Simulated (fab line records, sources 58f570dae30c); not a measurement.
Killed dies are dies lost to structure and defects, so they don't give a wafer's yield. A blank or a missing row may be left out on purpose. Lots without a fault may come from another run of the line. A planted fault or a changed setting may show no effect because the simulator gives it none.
Tool commonality check | flow berkeley_cmos170 | 14 lots, 42 wafers sampled

WHY IT WAS OPENED
At UCB170_M1_RS_MEAS_01 the reading M1_AL_RS is flagged on 2 of 14 lots. Wafers without a fault read 0.0486 ohm/sq, standard deviation 0.00063.
Rule: a lot is flagged when every wafer of it that has a number lies more than 4 standard deviations from that mean, or none has a number. The other lots count as sound.

lot  | measured     | on            | M1_AL_RS (ohm/sq), wafer by wafer | flag
L241 | day 8 04:46  | film_metro-03 | 0.0482 0.0478 0.0474              |
L240 | day 8 05:45  | film_metro-04 | 0.0492 0.0491 0.0493              |
L243 | day 8 20:44  | film_metro-01 | 0.0486 0.0491 0.0488              |
L244 | day 8 22:47  | film_metro-04 | 0.0479 0.0480 0.0480              |
L245 | day 8 22:47  | film_metro-03 | 0.0483 0.0478 0.0479              |
L247 | day 9 18:26  | film_metro-03 | 0.0482 0.0487 0.0483              |
L248 | day 9 20:23  | film_metro-03 | 0.0498 0.0496 0.0501              |
L253 | day 10 18:01 | film_metro-04 | 0.0480 0.0488 0.0484              |
L254 | day 11 05:39 | film_metro-04 | 0.0493 0.0492 0.0489              |
L256 | day 11 20:36 | film_metro-03 | 0.0480 0.0484 0.0479              |
L258 | day 12 02:40 | film_metro-04 | 0.0478 0.0476 0.0482              |
L257 | day 12 03:10 | film_metro-04 | 0.0563 0.0567 0.0559              | FLAGGED
L261 | day 12 21:28 | film_metro-03 | 0.0558 0.0555 0.0552              | FLAGGED
L263 | day 13 08:43 | film_metro-04 | 0.0485 0.0492 0.0488              |
The numbers of the flagged lots are 0.0559 ohm/sq on average: +0.0073 ohm/sq against the usual, or +12 standard deviations.

WHICH TOOL RAN EACH LOT
The record holds 1 process step before the reading, out of a route of 331 steps. In each cell: the tool, then ch and the chambers that the sampled wafers went through, then the start.
lot  | flag    | UCB170_M1_SPUTTER_00
L241 |         | pvd_sputter-02, day 8 04:41
L240 |         | pvd_sputter-03, day 8 05:41
L243 |         | pvd_sputter-04, day 8 20:41
L244 |         | pvd_sputter-04, day 8 22:41
L245 |         | pvd_sputter-02, day 8 22:41
L247 |         | pvd_sputter-04, day 9 18:22
L248 |         | pvd_sputter-03, day 9 20:19
L253 |         | pvd_sputter-02, day 10 17:53
L254 |         | pvd_sputter-03, day 11 05:35
L256 |         | pvd_sputter-04, day 11 20:30
L258 |         | pvd_sputter-04, day 12 02:34
L257 | FLAGGED | pvd_sputter-02, day 12 03:05
L261 | FLAGGED | pvd_sputter-02, day 12 21:23
L263 |         | pvd_sputter-03, day 13 08:35
What these steps do:
- UCB170_M1_SPUTTER_00: material Al, target thk 600 nm, time 80 s.
- UCB170_M1_RS_MEAS_01: measures by four-point-probe.

FLAGGED OVER TOTAL, TOOL BY TOOL (the gauges that took the reading come last)
step                 | tool           | lots run | flagged | share of the flagged lots | sound lots run after its first flagged lot
UCB170_M1_SPUTTER_00 | pvd_sputter-02 | 5        | 2       | all                       | 0
UCB170_M1_SPUTTER_00 | pvd_sputter-03 | 4        | 0       | none                      | -
UCB170_M1_SPUTTER_00 | pvd_sputter-04 | 5        | 0       | none                      | -
UCB170_M1_RS_MEAS_01 | film_metro-01  | 1        | 0       | none                      | -
UCB170_M1_RS_MEAS_01 | film_metro-03  | 6        | 1       | some                      | 0
UCB170_M1_RS_MEAS_01 | film_metro-04  | 7        | 1       | some                      | 1 (L263)

WHAT THE TABLE ALLOWS
1 row of the table ran every flagged lot: pvd_sputter-02 at UCB170_M1_SPUTTER_00.
- pvd_sputter-02 at UCB170_M1_SPUTTER_00: 2 of its 5 lots flagged. Its last sound lot is L253 (day 10 17:53), its first flagged lot L257 (day 12 03:05): a fault that began between those two fits.
One tool is left: pvd_sputter-02 at UCB170_M1_SPUTTER_00.

WHAT THE SIMULATOR HAD PUT IN
Process parameter drift: pvd_sputter-02, from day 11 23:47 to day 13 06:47, at UCB170_M1_SPUTTER_00. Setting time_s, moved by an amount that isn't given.
Lots struck among those shown: L257, L261. The rule above found the same.
